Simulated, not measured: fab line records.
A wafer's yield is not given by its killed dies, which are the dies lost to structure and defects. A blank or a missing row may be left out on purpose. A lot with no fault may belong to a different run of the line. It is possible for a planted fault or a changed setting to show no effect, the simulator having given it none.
Split-lot trial ; flow berkeleyCmos170 ; 23 wafers read across 5 lots, on a route 331 steps long

== THE SPLIT ==
At UCB170_M1_PEB_07, the setting pebTempC was moved away from the recipe's 130 C on 10 of the 23 wafers read, by -1.5% to +1.8%. For the rest of the wafers, this setting stayed at what the recipe calls for.

== FROM THE SPLIT TO THE READING: what the file shows between them, 5 steps ==
- UCB170_M1_DEVELOP_08: develop time 45 s
- UCB170_M1_CD_MEAS_09: target cd 700 nm
- UCB170_M1_ETCH_11: etches BARC in N2/H2
- UCB170_M1_METAL_ETCH_12: etches Al in Cl2/BCl3, stops on PSG, target depth 780 nm, time 130 s (also split here: icpW)
- UCB170_M1_STRIP_13: strips in O2

== THE READING ==
At UCB170_M1_CD_MEAS_90: cdNm in nanometres, against a target cd of 700 nm. A value of 701 nm with a standard deviation of 3.2 nm is what fault-free wafers of this fab line usually give.

wafer;tool, chamber at the split;pebTempC as run, C;against the recipe;cdNm, nm;against lot-mates on the recipe
L077.2;lithoTrack-04, 0;128.5;-1.2%;711;+11
L077.3;lithoTrack-04, 0;128.5;-1.2%;710;+10
L077.4;lithoTrack-04, 0;130;recipe;701;-
L077.5;lithoTrack-04, 0;130;recipe;699;-
L077.6;lithoTrack-04, 0;128.5;-1.2%;708;+8
L079.1;lithoTrack-03, 0;132.3;+1.8%;692;-11
L079.2;lithoTrack-03, 0;130;recipe;699;-
L079.3;lithoTrack-03, 0;130;recipe;708;-
L079.5;lithoTrack-03, 0;130;recipe;703;-
L079.6;lithoTrack-03, 0;132.3;+1.8%;691;-12
L080.1;lithoTrack-01, 0;130;recipe;695;-
L080.5;lithoTrack-01, 0;130;recipe;700;-
L080.6;lithoTrack-01, 0;130;recipe;696;-
L085.1;lithoTrack-01, 0;130;recipe;693;-
L085.2;lithoTrack-01, 0;130;recipe;701;-
L085.4;lithoTrack-01, 0;128.1;-1.5%;713;+16
L085.5;lithoTrack-01, 0;128.1;-1.5%;711;+14
L085.6;lithoTrack-01, 0;128.1;-1.5%;711;+14
L083.1;lithoTrack-01, 0;130;recipe;701;-
L083.2;lithoTrack-01, 0;130;recipe;703;-
L083.4;lithoTrack-01, 0;131.8;+1.4%;686;-16
L083.5;lithoTrack-01, 0;131.8;+1.4%;691;-11
L083.6;lithoTrack-01, 0;130;recipe;701;-

THE FIT
A straight line over all 23 wafers: cdNm changes by -7.11 nm for each +1% of pebTempC; r = -0.90; the points scatter about the line by 3.4 nm.
The same after taking each lot's own level away (the mean of its wafers on the recipe; 23 wafers): -8.56 nm for each +1%; r = -0.95; scatter 2.6 nm.
Per that fit: largest pebTempC move, reading shift of 15 nm.
The span of the lots' own levels, 697.0 to 703.3 nm, comes to 2.0 times the standard deviation stated above.
So the lot-to-lot level changes the slope: the two fits differ.
Check: with one of the wafers moved furthest among these (+1.8%) left out of the fit, the line predicts -15.6 nm for it against its lot-mates. It came out at -11.3 nm against them.

== OTHER SPLITS ON THESE WAFERS ==
Before the reading, these wafers also passed through other splits. Each is held against what the fit with the lots' levels taken away leaves over:
other split on the same wafers;wafers away from the commonest value;r with cdNm (lot level and that fit taken away)
UCB170_BACKSIDE_SOFTBAKE_02 tempC;8;-0.04
UCB170_SILICIDE_SPUTTER_01 powerW;6;-0.18
UCB170_CONTACT_CVD_01 pressureMtorr;15;-0.27
UCB170_M1_METAL_ETCH_12 icpW;11;-0.39

== THE WHOLE CHAIN: every reading that the file lists as answering this split, in the file's order ==
step;what it does;reading;change (the file's fit);r (the file's)
UCB170_M1_CD_MEAS_09;target cd 700 nm;cdNm;-8.18 nm for each +1% of the setting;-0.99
UCB170_M1_ETCH_11;etches BARC in N2/H2;M1.cdNm (the simulator's own value, which no gauge read);-8.19 nm for each +1% of the setting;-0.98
UCB170_M1_METAL_ETCH_12;etches Al in Cl2/BCl3, stops on PSG, target depth 780 nm, time 130 s;M1.cdNm (the simulator's own value, which no gauge read);-8.31 nm for each +1% of the setting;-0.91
UCB170_M1_CD_MEAS_90;target cd 700 nm;cdNm;-8.32 nm for each +1% of the setting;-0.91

== THE FILE'S OWN FIT ==
cdNm changes by -8.32 nm for each +1% of pebTempC, r = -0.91.
